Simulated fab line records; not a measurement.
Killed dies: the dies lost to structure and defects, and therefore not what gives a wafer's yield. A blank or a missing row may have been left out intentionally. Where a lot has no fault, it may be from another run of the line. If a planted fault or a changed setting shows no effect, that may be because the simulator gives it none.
Comparing a struck lot with a sound one | flow rit_cmos | 21 steps out of a route of 202
Sound: the wafers L227.2, L227.3, L227.6. Wafers struck: L239.2, L239.5, L239.6. The cause is given at the end.
For every step that has rows: the tool of each side, followed by ch and its chambers, followed by its first start. Under that, the readings that differ: sound wafers | struck wafers | difference of the means | sigmas: that difference in standard deviations of wafers without a fault.
alike: same words and numbers on both sides, and readings whose means sit less than 2 such deviations apart. not compared: any withheld reading, any reading some wafer has no value for, any bound like >300 that may hide the same value, and any number with overlapping values for which the record gives no deviation.
Wherever a step has rows on one side only, a row that says differs or no value, or a row with sigmas, the two part there. Numbers that have no deviation but don't overlap get no sigmas and don't part them. A reading that every wafer of one side lacks parts them only if that side has two wafers or more.

first, 4 steps without rows for these wafers: RIT_NRETRO_SOFTBAKE_02 (time 60 s); RIT_NRETRO_EXPOSE_03 (exposes mask M4, target cd 43900 nm); RIT_NRETRO_PEB_04; RIT_NRETRO_DEVELOP_05 (develop time 68 s).
RIT_NRETRO_OVL_MEAS_06:
  sound on overlay-01 at day 2 06:28; struck on overlay-02 at day 4 21:59
  alike: NRETRO_OVL
then, 2 steps without rows for these wafers: RIT_NRETRO_HARDBAKE_07 (time 120 s); RIT_NRETRO_IMPLANT_08.
RIT_NRETRO_STRIP_09: strips in O2, time 180 s.
  sound on plasma_asher-02 ch 0,1, day 2 06:54; struck on plasma_asher-03 ch 0,1, day 4 22:27
  alike: drypump_motor_current_A
  not compared: rf_hours_counter_h
RIT_NRETRO_TW_MEAS_10:
  sound on film_metro-04 at day 2 07:05; struck on film_metro-01 at day 4 22:38
  alike: NRETRO_TW
then, 3 steps without rows for these wafers: RIT_PRETRO_HMDS_00 (prime time 60 s); RIT_PRETRO_COAT_01 (resist thk 1300 nm); RIT_PRETRO_SOFTBAKE_02 (time 60 s).
RIT_PRETRO_EXPOSE_03: exposes mask M5, target cd 43700 nm.
  sound on iline_stepper-01 ch 0, day 2 07:36; struck on iline_stepper-01 ch 0, day 4 23:17
  reading | sound          | struck         | difference | sigmas
  mask    | M5#0 M5#0 M5#0 | M4#0 M4#0 M4#0 | differs    |
  alike: focus_offset_nm
then, 2 steps without rows for these wafers: RIT_PRETRO_PEB_04; RIT_PRETRO_DEVELOP_05 (develop time 68 s).
RIT_PRETRO_OVL_MEAS_06:
  sound on overlay-02 at day 2 08:11; struck on overlay-01 at day 4 23:42
  reading         | sound          | struck | difference                    | sigmas
  PRETRO_OVL (nm) | -2.4 -1.7 -2.9 | - - -  | no value on the struck wafers |
then, 2 steps without rows for these wafers: RIT_PRETRO_HARDBAKE_07 (time 120 s); RIT_PRETRO_IMPLANT_08.
RIT_PRETRO_STRIP_09: strips in O2, time 180 s.
  sound on plasma_asher-03 ch 0,1, day 2 08:37; struck on plasma_asher-04 ch 0,1, day 5 00:08
  alike: drypump_motor_current_A
  not compared: rf_hours_counter_h
RIT_PRETRO_TW_MEAS_10:
  sound on film_metro-02 at day 2 08:48; struck on film_metro-04 at day 5 00:32
  reading   | sound       | struck   | difference | sigmas
  PRETRO_TW | 476 473 473 | 30 30 30 | -444       | -99 or more
  not compared: hold
RIT_M1_PROBE_99:
  the record holds rows for the sound wafers here (prober-02, day 3 09:37) but none for the struck ones

== WHERE THEY PART ==
Earliest at RIT_PRETRO_EXPOSE_03; latest, in this record, at RIT_M1_PROBE_99.

WHY: what the simulator had put in
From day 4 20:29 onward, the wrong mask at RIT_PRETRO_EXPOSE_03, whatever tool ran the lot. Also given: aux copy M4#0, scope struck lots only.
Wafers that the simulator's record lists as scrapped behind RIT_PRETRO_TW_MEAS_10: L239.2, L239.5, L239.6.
